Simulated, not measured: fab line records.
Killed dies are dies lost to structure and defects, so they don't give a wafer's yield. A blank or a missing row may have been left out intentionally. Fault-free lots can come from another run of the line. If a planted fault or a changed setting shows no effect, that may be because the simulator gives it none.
Matching of chambers ; flow berkeleyCmos170 ; UCB170_V1_CMP_02 on cmp-02: 4 sister chambers
The step polishes SiO2. 4 wafers are shown with their chamber, then 8 later ones without.

== WAFERS WITH THEIR CHAMBER ==
wafer;chamber;motorCurrentA (A)
L579.1;2;15.8
L579.3;1;14.9
L579.4;3;17.2
L578.4;0;13.6

== WAFERS MISSING THEIR CHAMBER ==
wafer;motorCurrentA (A)
L578.5;15.1
L578.6;17.1
L575.2;17.1
L575.5;15.9
L575.6;17.9
L583.1;13.7
L583.2;16.9
L583.5;15.7

== WHICH CHAMBER EACH WENT THROUGH ==
wafer;from the rows above;in truth
L578.5;can't be placed: 1 or 2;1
L578.6;3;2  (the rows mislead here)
L575.2;3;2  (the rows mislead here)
L575.5;2;2
L575.6;3;3
L583.1;0;0
L583.2;3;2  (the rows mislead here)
L583.5;2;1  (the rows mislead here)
Correctly placed: 3 of 8. From these rows, 1 cannot be placed; in 1 the true chamber is one of the candidates. Wrongly placed: 4.
How it was worked out, from the rows above alone: a wafer's distance from a chamber is the root of the sum, over the readings, of the square of ((its reading less the chamber's mean) divided by the reading's scatter). The wafer belongs to the nearest chamber; if the next one is less than 2 further off, it can't be placed. A chamber's mean is the mean of its shown wafers. The scatter: with one shown wafer a chamber, the root of the mean of the squares of how far each hidden wafer lies from its nearest shown one.
